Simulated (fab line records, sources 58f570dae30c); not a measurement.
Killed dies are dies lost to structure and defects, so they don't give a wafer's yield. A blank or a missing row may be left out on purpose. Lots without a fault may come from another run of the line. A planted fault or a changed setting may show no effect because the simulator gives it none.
fab line records | flow berkeley_cmos170
record lots=6 wafers=18 last_day=10
route steps=331 shown V1@260 M2@271
lots that met no fault: from a run of the same line without faults
start_h: hours from the record's first day to the start of the lot's first wafer shown | wait_h: hours since the lot's step before | " the same as in the row above | L1.1+2: a row that stands for several wafers | - no value, or no start given | * or withheld: withheld | < > ~ a bound
route shown NAME@n: a module of which the file shows steps, and the number in the route of the first | usual: mean/standard deviation of fault-free wafers | same: alike in all rows | chamber/n: place in a boat | sites: the reading at each site | _std_site: their standard deviation | _edge_site: outer sites' mean less inner sites' | radius_mm: how far each site lies from the wafer's centre | mask NAME#n: copy n | behind: the tool/chamber that last shaped the wafer | hold: why the lot was held/for how many hours/how that ended | device: the transistor (n, p or np) that didn't switch | end of line: the same wafers' tests at the end of the route | a step without rows: its recipe alone | killed: dies lost to structure and defects at the first sort, not the wafer's yield | map: a wafer's dies, x killed, . not, _ none there
set.NAME: the setting as run; set.NAME@STEP: as run at that earlier step | model.NAME: the simulator's own value behind a step, which no gauge read
lots at some steps of the route; a table a step, a row a wafer
services: from which hour (start_h, from the record's first day; less than 0 if before it) a tool's chamber was out of use, for how many hours, and why
## steps
# step UCB170_V1_HMDS_06
# recipe prime_time_s=60 prime_temp_c=100
# step UCB170_V1_COAT_07
# recipe resist=KrF spin_rpm=1500 resist_thk_nm=900
# step UCB170_V1_SOFTBAKE_08
# recipe resist=KrF temp_c=130 time_s=60
# step UCB170_V1_EXPOSE_09
# recipe mask_id=VIA1 target_cd_nm=700 na=0.5 sigma_outer=0.6 source_shape=conventional dose_mj=37
# step UCB170_V1_PEB_10
# recipe peb_temp_c=130 peb_time_s=withheld resist=KrF
# step UCB170_V1_DEVELOP_11
# recipe developer=TMAH develop_time_s=45 resist=KrF dev_temp_c=21
# step UCB170_V1_CD_MEAS_12
# recipe target_cd_nm=700
# usual cd_nm=700.3/1.6
# columns lot.wafer tool chamber start_h wait_h cd_nm
L343.1 cd_sem-01 - 181.93 - 699.1
L343.4 " - " " 699.3
L343.5 " - " " 698.6
L346.1 cd_sem-01 - 189.82 - 700.1
L346.5 " - " " 700.1
L346.6 " - " " 700.1
L347.1 cd_sem-01 - 198.43 - 700.9
L347.3 " - " " 702.1
L347.4 " - " " 702.2
L348.1 cd_sem-02 - 198.85 - 701.0
L348.3 " - " " 700.0
L348.6 " - " " 701.0
L352.1 cd_sem-02 - 210.03 - 698.2
L352.2 " - " " 697.2
L352.6 " - " " 696.6
L355.1 cd_sem-02 - 234.83 - 701.5
L355.3 " - " " 700.9
L355.5 " - " " 700.9
# step UCB170_V1_OVL_MEAS_13
# usual V1_OVL=2/5.9
# columns lot.wafer tool chamber start_h wait_h V1_OVL[nm]
L343.1 overlay-02 - 182.05 0.1 8
L343.4 " - " " 20
L343.5 " - " " 6
L346.1 overlay-02 - 189.94 0.1 5
L346.5 " - " " -2
L346.6 " - " " -3
L347.1 overlay-01 - 198.55 0.1 -1
L347.3 " - " " 0
L347.4 " - " " 1
L348.1 overlay-02 - 198.97 0.1 9
L348.3 " - " " 11
L348.6 " - " " 4
L352.1 overlay-01 - 210.15 0.1 1
L352.2 " - " " -6
L352.6 " - " " -8
L355.1 overlay-02 - 234.95 0.1 -1
L355.3 " - " " 0
L355.5 " - " " -4
# step UCB170_V1_ETCH_14
# recipe chemistry=CHF3/CF4/Ar target=SiO2 stop_on=Al CHF3_flow_sccm=45 cf4_flow_sccm=15 Ar_flow_sccm=150 pressure_mtorr=200 rf_w=700 target_depth_a=12500 over_etch_frac=0.25 time_s=279.2
# usual CHF3_flow_sccm=44.99/0.14 drypump_motor_current_A=5.8/0.4 oes_product_au=0.898/0.012 throttle_valve_pct=6.96/0.14
# columns lot.wafer tool chamber start_h wait_h CHF3_flow_sccm drypump_motor_current_A oes_product_au rf_hours_counter_h throttle_valve_pct
L343.1 rie_diel-01 3 182.09 0.0 44.86 5.0 0.881 74 7.13
L343.4 " 0 " " 44.92 6.4 0.891 37 7.15
L343.5 " 1 " " 44.88 5.9 0.912 - 6.77
L346.1 rie_diel-03 0 189.98 0.0 44.91 6.1 0.877 134 7.07
L346.5 " 3 " " 44.93 5.4 0.890 - 7.16
L346.6 " 2 " " 44.81 5.8 0.904 - 6.88
L347.1 rie_diel-04 1 198.59 0.0 45.04 5.7 0.913 21 6.81
L347.3 " 3 " " 45.17 6.4 0.875 143 6.74
L347.4 " 2 " " 44.86 5.8 0.904 56 7.03
L348.1 rie_diel-01 2 199.01 0.0 45.09 5.9 0.900 19 6.87
L348.3 " 1 " " 45.01 5.9 0.903 84 6.76
L348.6 " 3 " " 45.13 5.0 0.888 - 7.12
L352.1 rie_diel-01 1 210.19 0.0 45.09 5.9 0.909 85 6.78
L352.2 " 0 " " 45.00 6.4 0.900 38 7.15
L352.6 " 3 " " 44.81 5.0 0.887 - 7.14
L355.1 rie_diel-01 3 234.99 0.0 45.07 5.0 0.884 77 7.14
L355.3 " 1 " " 44.90 5.9 0.916 86 6.77
L355.5 " 3 " " 45.18 5.0 0.882 - 7.13
# step UCB170_V1_STRIP_15
# recipe chemistry=O2 power_w=400 pressure_mtorr=3500 platen_temp_c=withheld o2_flow_sccm=400 overash_fraction=0.5
# usual drypump_motor_current_A=5.5/0.41 oes_product_au=0.722/0.0044 strip_time_to_endpoint_s=15.53/0.13
# columns lot.wafer tool chamber start_h wait_h drypump_motor_current_A oes_product_au rf_hours_counter_h strip_time_to_endpoint_s
L343.1 plasma_asher-01 1 182.27 0.1 6.0 0.717 44 15.55
L343.4 " 1 " " 5.9 0.722 - 15.73
L343.5 " 0 " " 5.5 0.726 - 15.44
L346.1 plasma_asher-01 0 190.15 0.1 5.5 0.718 45 15.62
L346.5 " 1 " " 5.9 0.722 - 15.72
L346.6 " 0 " " 5.5 0.726 - 15.45
L347.1 plasma_asher-03 0 198.77 0.1 5.3 0.720 43 15.51
L347.3 " 0 " " 5.3 0.720 - 15.58
L347.4 " 1 " " 5.1 0.721 - 15.54
L348.1 plasma_asher-01 1 199.18 0.1 5.9 0.724 46 15.47
L348.3 " 1 " " 6.0 0.715 - 15.47
L348.6 " 0 " " 5.5 0.719 - 15.56
L352.1 plasma_asher-02 0 210.37 0.1 4.8 0.718 11 15.42
L352.2 " 1 " " 5.9 0.723 11 15.81
L352.6 " 0 " " 4.8 0.721 - 15.60
L355.1 plasma_asher-02 1 235.17 0.1 5.9 0.726 14 15.61
L355.3 " 1 " " 5.9 0.717 - 15.33
L355.5 " 0 " " 4.8 0.721 - 15.55
# step UCB170_V1_CD_MEAS_90
# recipe target_cd_nm=700
# usual cd_nm=699.9/1.8
# columns lot.wafer tool chamber start_h wait_h cd_nm
L343.1 cd_sem-01 - 182.37 0.1 699.4
L343.4 " - " " 699.4
L343.5 " - " " 698.7
L346.1 cd_sem-01 - 190.25 0.1 700.4
L346.5 " - " " 700.0
L346.6 " - " " 700.6
L347.1 cd_sem-01 - 198.87 0.1 701.0
L347.3 " - " " 700.8
L347.4 " - " " 701.8
L348.1 cd_sem-02 - 199.28 0.1 699.4
L348.3 " - " " 699.2
L348.6 " - " " 701.2
L352.1 cd_sem-01 - 210.47 0.1 697.2
L352.2 " - " " 697.3
L352.6 " - " " 696.8
L355.1 cd_sem-01 - 235.27 0.1 701.1
L355.3 " - " " 701.1
L355.5 " - " " 701.5
# step UCB170_M2_PRE_CLEAN_00
# recipe gas=Ar preclean_etch_time_s=60
# step UCB170_M2_SPUTTER_01
# recipe material=Al target_thk_nm=900 time_s=120 power_w=6000 chamber_pressure_pa=0.5
# usual cathode_dc_power_W=6000.2/1.1 throttle_valve_pct=30.3/1.2
# columns lot.wafer tool chamber start_h wait_h cathode_dc_power_W throttle_valve_pct model.Al_of_M2_SPUTTER_01.thk_nm
L343.1 pvd_sputter-03 - 182.55 0.0 6000.1 30.3 884.8
L343.4 " - " " 5998.4 29.4 891.6
L343.5 " - " " 5999.3 30.4 893.2
L346.1 pvd_sputter-01 - 190.44 0.0 5998.8 30.5 881.2
L346.5 " - " " 5997.4 31.7 898.9
L346.6 " - " " 6002.2 31.5 886.1
L347.1 pvd_sputter-02 - 199.05 0.0 6001.5 29.9 899.1
L347.3 " - " " 5999.9 31.7 902.5
L347.4 " - " " 5999.5 31.2 912.3
L348.1 pvd_sputter-01 - 199.47 0.0 5999.6 31.4 1312
L348.3 " - " " 5999.1 30.5 1289
L348.6 " - " " 5999.4 29.0 1297
L352.1 pvd_sputter-03 - 210.65 0.0 6000.0 30.0 888.2
L352.2 " - " " 6000.1 29.2 894.1
L352.6 " - " " 6001.5 30.3 887.4
L355.1 pvd_sputter-01 - 235.45 0.0 5999.8 28.9 1302
L355.3 " - " " 5999.0 30.7 1298
L355.5 " - " " 6002.2 30.6 1296
# step UCB170_M2_RS_MEAS_02
# recipe thk_meas_gauge=four-point-probe reads=Al_of_M2_SPUTTER_01
# usual M2_AL_RS=0.0324/0.00038
# columns lot.wafer tool chamber start_h wait_h hold M2_AL_RS[ohm/sq]
L343.1 film_metro-02 - 182.64 0.0 - 0.0327
L343.4 " - " " - 0.0325
L343.5 " - " " - 0.0324
L346.1 film_metro-03 - 190.52 0.0 - 0.0328
L346.5 " - " " - 0.0322
L346.6 " - " " - 0.0326
L347.1 film_metro-04 - 199.14 0.0 - 0.0322
L347.3 " - " " - 0.0320
L347.4 " - " " - 0.0317
L348.1 film_metro-04 - 199.55 0.0 await_dispo/0.2h/release 0.0220
L348.3 " - " " await_dispo/0.2h/release 0.0223
L348.6 " - " " await_dispo/0.2h/release 0.0222
L348.1 film_metro-04 - 199.84 0.3 - 0.0220
L348.3 " - " " - 0.0223
L348.6 " - " " - 0.0222
L352.1 film_metro-04 - 210.74 0.0 - 0.0325
L352.2 " - " " - 0.0324
L352.6 " - " " - 0.0326
L355.1 film_metro-04 - 235.54 0.0 await_dispo/0.2h/release 0.0221
L355.3 " - " " await_dispo/0.2h/release 0.0222
L355.5 " - " " await_dispo/0.2h/release 0.0223
L355.1 film_metro-04 - 235.82 0.3 - 0.0221
L355.3 " - " " - 0.0223
L355.5 " - " " - 0.0223
# step UCB170_M2_THK_MEAS_03
# recipe thk_meas_gauge=xrf reads=Al_of_M2_SPUTTER_01
# usual M2_AL_THK=894/14
# columns lot.wafer tool chamber start_h wait_h hold M2_AL_THK[nm]
L343.1 film_metro-02 - 182.76 0.1 - 898
L343.4 " - " " - 905
L343.5 " - " " - 906
L346.1 film_metro-03 - 190.64 0.1 - 878
L346.5 " - " " - 892
L346.6 " - " " - 879
L347.1 film_metro-04 - 199.26 0.1 - 888
L347.3 " - " " - 898
L347.4 " - " " - 906
L348.1 film_metro-04 - 204.53 4.7 await_dispo/0.2h/release 1298
L348.3 " - " " await_dispo/0.2h/release 1270
L348.6 " - " " await_dispo/0.2h/release 1285
L348.1 film_metro-04 - 204.75 0.2 - 1296
L348.3 " - " " - 1277
L348.6 " - " " - 1290
L352.1 film_metro-04 - 210.86 0.1 - 877
L352.2 " - " " - 888
L352.6 " - " " - 878
L355.1 film_metro-04 - 240.03 4.2 await_dispo/0.2h/release 1284
L355.3 " - " " await_dispo/0.2h/release 1295
L355.5 " - " " await_dispo/0.2h/release 1283
L355.1 film_metro-04 - 240.26 0.2 - 1291
L355.3 " - " " - 1285
L355.5 " - " " - 1289
# step UCB170_M2_COAT_05
# recipe resist=KrF spin_rpm=1500 resist_thk_nm=900
# step UCB170_M2_SOFTBAKE_06
# recipe resist=KrF temp_c=130 time_s=61.63
# usual plate_sensor_t_centre_C=131.41/0.0096 plate_sensor_t_edge_C=131.53/0.01
# columns lot.wafer tool chamber start_h wait_h plate_sensor_t_centre_C plate_sensor_t_edge_C
L343.1 litho_track-03 0 183.12 0.1 131.41 131.54
L343.4 " 0 " " 131.42 131.51
L343.5 " 0 " " 131.41 131.5
L346.1 litho_track-03 0 191.40 0.1 131.43 131.51
L346.5 " 0 " " 131.41 131.52
L346.6 " 0 " " 131.38 131.53
L347.1 litho_track-03 0 200.05 0.1 131.44 131.52
L347.3 " 0 " " 131.39 131.53
L347.4 " 0 " " 131.41 131.53
L348.1 litho_track-04 0 209.69 0.1 131.41 131.53
L348.3 " 0 " " 131.42 131.54
L348.6 " 0 " " 131.42 131.5
L352.1 litho_track-01 0 211.22 0.1 131.41 131.52
L352.2 " 0 " " 131.41 131.54
L352.6 " 0 " " 131.42 131.53
L355.1 litho_track-04 0 242.76 0.2 131.44 131.53
L355.3 " 0 " " 131.42 131.52
L355.5 " 0 " " 131.4 131.55
# step UCB170_M2_STRIP_07
# recipe chemistry=O2 power_w=400 pressure_mtorr=3500 platen_temp_c=withheld o2_flow_sccm=400 overash_fraction=0.5
# usual drypump_motor_current_A=5.6/0.48 oes_product_au=0.734/0.0043 strip_time_to_endpoint_s=21.95/0.06
# columns lot.wafer tool chamber start_h wait_h drypump_motor_current_A oes_product_au rf_hours_counter_h strip_time_to_endpoint_s
L343.1 plasma_asher-02 0 183.27 0.1 4.8 0.736 8 22.01
L343.4 " 1 " " 5.9 0.733 - 22.01
L343.5 " 0 " " 4.8 0.726 - 21.93
L346.1 plasma_asher-02 0 191.55 0.1 4.8 0.735 9 22.01
L346.5 " 0 " " 4.8 0.736 - 22.00
L346.6 " 1 " " 5.9 0.729 - 21.97
L347.1 plasma_asher-01 1 200.20 0.1 5.9 0.745 46 21.96
L347.3 " 0 " " 5.5 0.738 - 21.90
L347.4 " 1 " " 5.9 0.736 - 21.95
L348.1 plasma_asher-02 1 210.00 0.3 6.0 0.738 10 22.03
L348.3 " 1 " " 6.0 0.734 - 22.01
L348.6 " 1 " " 5.9 0.738 - 21.95
L352.1 plasma_asher-01 1 211.37 0.1 5.9 0.732 47 21.95
L352.2 " 0 " " 5.5 0.730 47 21.92
L352.6 " 1 " " 5.9 0.733 - 21.93
L355.1 plasma_asher-02 0 242.91 0.1 4.8 0.731 14 21.97
L355.3 " 1 " " 5.9 0.736 - 22.00
L355.5 " 1 " " 5.9 0.740 - 21.98
# step UCB170_M2_STRIP_08
# recipe chemistry=DMSO temp_c=80 time_s=600 material=KrF
# step UCB170_M2_COAT_09
# recipe resist=BARC temp_c=withheld time_s=withheld spin_rpm=3000 resist_thk_nm=withheld
# step UCB170_M2_COAT_10
# recipe resist=KrF spin_rpm=1500 resist_thk_nm=900
# step UCB170_M2_SOFTBAKE_11
# recipe resist=KrF temp_c=130 time_s=60
# step UCB170_M2_EXPOSE_12
# recipe mask_id=METAL2 target_cd_nm=700 na=0.5 sigma_outer=0.6 source_shape=conventional dose_mj=26
# step UCB170_M2_PEB_13
# recipe peb_temp_c=130 peb_time_s=withheld resist=KrF
# step UCB170_M2_DEVELOP_14
# recipe developer=TMAH develop_time_s=45 resist=KrF dev_temp_c=21
# step UCB170_M2_CD_MEAS_15
# recipe target_cd_nm=700
# usual cd_nm=699.9/1.2
# columns lot.wafer tool chamber start_h wait_h cd_nm
L343.1 cd_sem-02 - 184.42 - 699.3
L343.4 " - " " 698.9
L343.5 " - " " 698.9
L346.1 cd_sem-02 - 193.10 - 700.5
L346.5 " - " " 699.0
L346.6 " - " " 699.4
L347.1 cd_sem-02 - 203.10 - 700.4
L347.3 " - " " 699.8
L347.4 " - " " 701.1
L348.1 cd_sem-02 - 211.11 - 701.1
L348.3 " - " " 700.1
L348.6 " - " " 700.1
L352.1 cd_sem-01 - 212.72 - 698.6
L352.2 " - " " 700.6
L352.6 " - " " 700.1
L355.1 cd_sem-01 - 244.21 - 698.2
L355.3 " - " " 698.6
L355.5 " - " " 698.7
# step UCB170_M2_OVL_MEAS_16
# usual M2_OVL=0/5.7
# columns lot.wafer tool chamber start_h wait_h M2_OVL[nm]
L343.1 overlay-02 - 184.54 0.1 5
L343.4 " - " " 0
L343.5 " - " " 3
L346.1 overlay-02 - 193.22 0.1 2
L346.5 " - " " 8
L346.6 " - " " 5
L347.1 overlay-01 - 203.22 0.1 1
L347.3 " - " " 1
L347.4 " - " " -7
L348.1 overlay-01 - 211.23 0.1 6
L348.3 " - " " -1
L348.6 " - " " 4
L352.1 overlay-02 - 212.84 0.1 1
L352.2 " - " " -9
L352.6 " - " " -6
L355.1 overlay-01 - 244.33 0.1 -1
L355.3 " - " " 3
L355.5 " - " " 1
# step UCB170_M2_ETCH_17
# recipe chemistry=N2/H2 target_depth_a=withheld overetch_a=withheld target=BARC time_s=withheld source_w=500 bias_w=100 pressure_mtorr=30 n2_flow_sccm=100 h2_flow_sccm=200
# step UCB170_M2_METAL_ETCH_18
# recipe chemistry=Cl2/BCl3 target=Al stop_on=SiO2 pressure_mtorr=12 target_depth_a=11700 over_etch_frac=0.3 time_s=195 icp_w=600 bias_w=120 Cl2_flow_sccm=90 bcl3_flow_sccm=45
# usual drypump_motor_current_A=5.6/0.42 he_backside_leak_sccm=3.4/0.46 oes_product_au=0.851/0.011 throttle_valve_pct=24.70/0.2
# columns lot.wafer tool chamber start_h wait_h drypump_motor_current_A he_backside_leak_sccm oes_product_au rf_hours_counter_h throttle_valve_pct
L343.1 rie_metal-04 0 184.61 - 5.9 3.1 0.851 4 24.95
L343.4 " 1 " " 5.8 3.1 0.860 - 24.87
L343.5 " 1 " " 5.8 3.3 0.866 - 24.88
L346.1 rie_metal-04 0 193.29 - 5.9 3.0 0.841 5 24.94
L346.5 " 0 " " 5.9 3.1 0.857 - 24.94
L346.6 " 1 " " 5.8 3.1 0.854 - 24.88
L347.1 rie_metal-01 0 203.30 - 5.0 3.6 0.856 2 24.69
L347.3 " 0 " " 5.0 3.7 0.858 - 24.72
L347.4 " 1 " " 5.0 3.6 0.850 - 24.56
L348.1 rie_metal-04 1 211.31 - 5.8 3.3 1.018 10 24.80
L348.3 " 0 " " 5.9 6.0 1.004 - 24.87
L348.6 " 1 " " 5.8 3.2 1.009 - 24.80
L352.1 rie_metal-04 0 212.92 - 5.9 3.0 0.850 6 24.95
L352.2 " 1 " " 5.8 3.6 0.865 11 24.87
L352.6 " 0 " " 5.9 3.2 0.856 - 24.94
L355.1 rie_metal-03 0 245.53 - 5.7 3.7 0.969 10 24.67
L355.3 " 0 " " 5.6 3.5 0.965 - 24.69
L355.5 " 1 " " 6.0 3.2 0.992 - 24.25
# step UCB170_M2_STRIP_19
# recipe chemistry=O2 power_w=400 pressure_mtorr=3500 platen_temp_c=withheld o2_flow_sccm=400 overash_fraction=0.5
# usual drypump_motor_current_A=5.7/0.42 oes_product_au=0.538/0.022
# columns lot.wafer tool chamber start_h wait_h drypump_motor_current_A oes_product_au rf_hours_counter_h
L343.1 plasma_asher-01 0 184.80 0.1 5.5 0.530 44
L343.4 " 0 " " 5.5 0.542 -
L343.5 " 0 " " 5.5 0.537 -
L346.1 plasma_asher-01 0 193.48 0.1 5.5 0.551 45
L346.5 " 1 " " 5.9 0.540 -
L346.6 " 0 " " 5.5 0.552 -
L347.1 plasma_asher-01 1 203.49 0.1 5.9 0.535 46
L347.3 " 0 " " 5.5 0.539 -
L347.4 " 1 " " 5.9 0.514 -
L348.1 plasma_asher-02 1 211.50 0.1 5.9 0.535 10
L348.3 " 0 " " 4.8 0.552 -
L348.6 " 1 " " 5.9 0.538 -
L352.1 plasma_asher-04 0 213.11 0.1 6.1 0.553 54
L352.2 " 1 " " 5.7 0.539 54
L352.6 " 1 " " 5.8 0.553 -
L355.1 plasma_asher-01 0 245.72 0.1 5.5 0.576 50
L355.3 " 1 " " 5.9 0.580 -
L355.5 " 1 " " 5.9 0.546 -
## services
# columns tool chamber start_h hours kind
rie_diel-04 0 181.02 14.3 repair
rie_diel-01 0 183.49 4.8 repair
rie_diel-01 2 190.53 1.8 repair
pvd_sputter-01 - 203.03 27.5 repair
pvd_sputter-03 3 204.91 - consumable_replace:kit
pvd_sputter-03 3 204.91 18.0 scheduled_down
pvd_sputter-03 3 204.91 18.0 vent_cycle
rie_diel-01 0 212.10 5.2 repair
rie_metal-03 0 218.48 12.8 repair
rie_diel-04 3 220.84 - clean
rie_diel-04 3 220.84 22.5 scheduled_down
rie_diel-04 3 220.84 22.5 vent_cycle
plasma_asher-01 - 232.08 2.8 repair
rie_diel-03 0 240.77 - clean
rie_metal-01 - 241.27 1.4 pm
## key
first_sign step=UCB170_M2_RS_MEAS_02 reading=visit direction=added
effect step=UCB170_M2_RS_MEAS_02 reading=M2_AL_RS direction=down sigmas=26 usual=0.0324 struck=0.0222
effect step=UCB170_M2_THK_MEAS_03 reading=visit direction=added
effect step=UCB170_M2_THK_MEAS_03 reading=M2_AL_THK direction=up sigmas=27 usual=894 struck=1286
effect step=UCB170_M2_METAL_ETCH_18 reading=oes_product_au direction=up sigmas=13 usual=0.851 struck=0.993
model_effect step=UCB170_M2_SPUTTER_01 value=Al_of_M2_SPUTTER_01.thk_nm without=889.9 struck=1299
met_at UCB170_M2_SPUTTER_01
struck_wafers L348.1,L348.3,L348.6,L355.1,L355.3,L355.5
later_rows_left_out L348.1,L348.3,L348.6,L355.1,L355.3,L355.5
sort_left_out L348.1,L348.3,L348.6,L355.1,L355.3,L355.5
onset_between 190.44 199.47
fault kind=process_parameter_drift tool=pvd_sputter-01 chamber=- onset_h=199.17 steps=UCB170_M2_SPUTTER_01 channel=time_s offset=* shape=step end_h=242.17 acts_in=* stated=*
# sort_left_out: the simulated sort isn't trusted on such a fault, so these wafers' sort isn't shown, and their yield isn't known
# later_rows_left_out: the simulator's readings of these wafers behind a module that went badly wrong aren't trusted and aren't shown, but for the sort
